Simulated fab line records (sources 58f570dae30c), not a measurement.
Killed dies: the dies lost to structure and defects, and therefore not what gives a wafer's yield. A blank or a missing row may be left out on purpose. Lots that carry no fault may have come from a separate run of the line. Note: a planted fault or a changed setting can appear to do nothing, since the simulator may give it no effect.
Which of the tools did it? -- flow berkeleyCmos170 -- 42 wafers from 14 lots sampled at 5 of the route's 331 steps

## WHAT EACH GAUGE READ, for each wafer
UCB170_V1_THK_MEAS_01. Usual: V1_TEOS_THK typically reads 2006 nm, with standard deviation 24.
lot,measured,on,V1_TEOS_THK (nm),flag
L268,day 8 20:57,filmMetro-04,1969 2010 1995,
L270,day 9 07:03,filmMetro-03,1983 2042 2016,
L272,day 9 11:08,filmMetro-04,1984 2018 1987,
L269,day 9 12:23,filmMetro-01,1983 2015 2012,
L274,day 9 22:49,filmMetro-04,1994 2013 2026,
L275,day 10 00:08,filmMetro-04,1989 2012 2012,
L276,day 10 00:08,filmMetro-01,2001 1986 1998,
L279,day 11 08:39,filmMetro-04,1995 1986 2039,
L281,day 11 11:19,filmMetro-04,2011 2036 2043,
L282,day 11 11:19,filmMetro-03,1973 2030 2017,
L285,day 12 20:05,filmMetro-03,1977 1991 1993,
L290,day 13 06:38,filmMetro-04,1985 1975 2004,
L288,day 13 07:59,filmMetro-04,2001 2007 2022,
L291,day 13 08:03,filmMetro-04,1992 2000 2014,

UCB170_V1_CD_MEAS_12 targets a cd of 700 nm. Usual: 700.0 nm for cdNm, sd 1.8.
lot,measured,on,cdNm (nm),flag
L268,day 8 23:38,cdSem-02,696.8 698.3 698.6,
L270,day 9 10:00,cdSem-02,700.1 701.5 700.7,
L272,day 9 12:51,cdSem-02,703.8 703.3 702.9,
L269,day 9 15:10,cdSem-02,696.1 697.5 696.9,
L274,day 10 00:26,cdSem-01,702.0 701.5 702.5,
L275,day 10 01:50,cdSem-01,700.6 702.1 700.6,
L276,day 10 02:07,cdSem-01,702.6 702.4 704.0,
L279,day 11 10:28,cdSem-02,698.8 698.8 699.3,
L281,day 11 13:12,cdSem-02,699.9 700.7 699.9,
L282,day 11 13:02,cdSem-01,698.3 698.2 697.8,
L285,day 12 22:35,cdSem-01,699.0 698.5 700.6,
L290,day 13 09:23,cdSem-01,699.2 699.2 697.9,
L288,day 13 13:26,cdSem-01,702.4 700.4 701.1,
L291,day 13 13:52,cdSem-01,701.2 699.9 699.7,

UCB170_V1_CD_MEAS_90 targets a cd of 700 nm. Usual: 700.2 nm for cdNm, sd 1.8.
lot,measured,on,cdNm (nm),flag
L268,day 9 00:08,cdSem-02,697.6 698.3 698.4,
L270,day 9 10:26,cdSem-02,699.4 700.4 700.5,
L272,day 9 13:17,cdSem-02,704.5 703.4 702.4,
L269,day 9 15:36,cdSem-02,696.6 698.0 697.1,
L274,day 10 01:02,cdSem-01,702.4 701.1 703.2,
L275,day 10 02:16,cdSem-02,700.8 701.3 700.8,
L276,day 10 02:32,cdSem-02,702.7 702.6 704.0,
L279,day 11 10:54,cdSem-01,700.1 700.2 699.7,
L281,day 11 13:38,cdSem-02,700.5 700.7 699.8,
L282,day 11 13:28,cdSem-02,698.2 697.6 698.2,
L285,day 12 23:04,cdSem-01,699.7 698.3 701.6,
L290,day 13 09:55,cdSem-01,700.0 699.8 698.1,
L288,day 13 14:05,cdSem-01,701.1 699.6 699.4,
L291,day 13 14:49,cdSem-01,701.5 700.3 700.5,

## TOOL THAT RAN EACH LOT (tool first, then ch and the chambers of the sampled wafers, then the start)
lot,UCB170_V1_ETCH_14,UCB170_V1_STRIP_15
L268,"rieDiel-01 ch 0,1, day 8 23:48","plasmaAsher-04 ch 0,1, day 8 23:59"
L270,"rieDiel-01 ch 0,1,2, day 9 10:10","plasmaAsher-04 ch 0,1, day 9 10:20"
L272,"rieDiel-01 ch 0,2, day 9 12:59","plasmaAsher-02 ch 0, day 9 13:10"
L269,"rieDiel-04 ch 0,1,3, day 9 15:20","plasmaAsher-02 ch 0,1, day 9 15:30"
L274,"rieDiel-04 ch 0,2, day 10 00:35","plasmaAsher-04 ch 0,1, day 10 00:45"
L275,"rieDiel-04 ch 0,1,3, day 10 01:59","plasmaAsher-02 ch 0,1, day 10 02:10"
L276,"rieDiel-01 ch 0,1,3, day 10 02:16","plasmaAsher-04 ch 0,1, day 10 02:26"
L279,"rieDiel-04 ch 1,3, day 11 10:37","plasmaAsher-04 ch 0,1, day 11 10:48"
L281,"rieDiel-02 ch 0,2, day 11 13:22","plasmaAsher-02 ch 0, day 11 13:32"
L282,"rieDiel-01 ch 0,1,3, day 11 13:11","plasmaAsher-04 ch 0,1, day 11 13:21"
L285,"rieDiel-01 ch 0,2,3, day 12 22:44","plasmaAsher-04 ch 0,1, day 12 22:55"
L290,"rieDiel-02 ch 0,1,3, day 13 09:32","plasmaAsher-02 ch 0,1, day 13 09:43"
L288,"rieDiel-01 ch 0,1,2, day 13 13:36","plasmaAsher-01 ch 0, day 13 13:47"
L291,"rieDiel-02 ch 0,2,3, day 13 13:59","plasmaAsher-01 ch 0,1, day 13 14:10"
- UCB170_V1_ETCH_14: etches SiO2 in CHF3/CF4/Ar, stops on Al, target depth 1250 nm, time 291 s.
- UCB170_V1_STRIP_15: strips in O2.

## WHAT THE TOOLS THEMSELVES READ (means of the sampled wafers that have a number; where no wafer has one, the mark that the record gives instead)
UCB170_V1_ETCH_14. Usual: drypumpMotorCurrentA 5.5 A, standard deviation 0.56; oesProductAu 0.873 a.u., standard deviation 0.014; throttleValvePct 6.97 %, standard deviation 0.086.
lot,tool,drypumpMotorCurrentA (A),oesProductAu (a.u.),throttleValvePct (%),flag
L268,rieDiel-01,5.3,0.874,6.90,
L270,rieDiel-01,5.4,0.884,6.94,
L272,rieDiel-01,5.9,0.873,6.94,
L269,rieDiel-04,6.0,0.867,7.02,
L274,rieDiel-04,5.8,0.873,7.02,
L275,rieDiel-04,5.9,0.866,7.03,
L276,rieDiel-01,5.0,0.875,6.91,
L279,rieDiel-04,6.0,0.868,6.98,
L281,rieDiel-02,6.0,0.884,7.03,
L282,rieDiel-01,5.0,0.873,6.91,
L285,rieDiel-01,5.5,0.891,6.88,
L290,rieDiel-02,5.2,0.863,6.99,
L288,rieDiel-01,5.4,0.906,6.95,
L291,rieDiel-02,5.6,0.866,6.98,

UCB170_V1_STRIP_15. Usual: drypumpMotorCurrentA 5.4 A, standard deviation 0.44; o2FlowSccm 400.0 sccm, standard deviation 1.1; oesProductAu 0.722 a.u., standard deviation 0.0041; stripTimeToEndpointS 15.23 s, standard deviation 0.088.
lot,tool,drypumpMotorCurrentA (A),o2FlowSccm (sccm),oesProductAu (a.u.),stripTimeToEndpointS (s),flag
L268,plasmaAsher-04,5.3,400.2,0.720,15.37,
L270,plasmaAsher-04,5.2,400.3,0.723,15.20,
L272,plasmaAsher-02,6.2,401.0,0.726,15.22,
L269,plasmaAsher-02,5.8,398.5,0.719,15.12,
L274,plasmaAsher-04,5.3,400.2,0.719,15.37,
L275,plasmaAsher-02,5.5,400.0,0.724,15.24,
L276,plasmaAsher-04,5.3,401.3,0.721,15.28,
L279,plasmaAsher-04,5.1,399.4,0.723,15.15,
L281,plasmaAsher-02,6.2,400.6,0.721,15.16,
L282,plasmaAsher-04,5.3,401.2,0.718,15.31,
L285,plasmaAsher-04,5.1,401.1,0.725,15.59,OFF
L290,plasmaAsher-02,5.5,399.6,0.722,15.31,
L288,plasmaAsher-01,5.2,401.7,0.722,15.63,OFF
L291,plasmaAsher-01,5.3,400.4,0.723,15.24,

## THE ANSWER, worked out from the rows above alone
Rule: take the mean of a lot's wafers that have a number; if it is more than 3 standard deviations from the usual mean, the lot is off. A lot without any number at a reading at which 4 lots or more have one is off too. Any other lot the step has rows for is counted as sound. The gauges are gone through in route order, then the tools' own readings, and for those a lot's mean is taken as printed above. At the first step where some lot is off, the reading lying furthest off is the one used; lots without a number count as furthest.
Off: L285, L288, at UCB170_V1_STRIP_15 (stripTimeToEndpointS).
A tool fits if, at that step or a process step before it, it ran every lot that is off, and no sound lot after the first of them. One candidate fits, namely rieDiel-01 at UCB170_V1_ETCH_14. A fault onset in the window from L282 (day 11 13:11, its last sound lot) to L285 (day 12 22:44, its first lot off) fits.

## WHAT THE SIMULATOR HAD PUT IN
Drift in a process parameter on rieDiel-01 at UCB170_V1_ETCH_14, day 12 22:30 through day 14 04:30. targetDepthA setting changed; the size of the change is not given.
Struck lots among those shown: L285, L288. The rule given above showed the same thing.
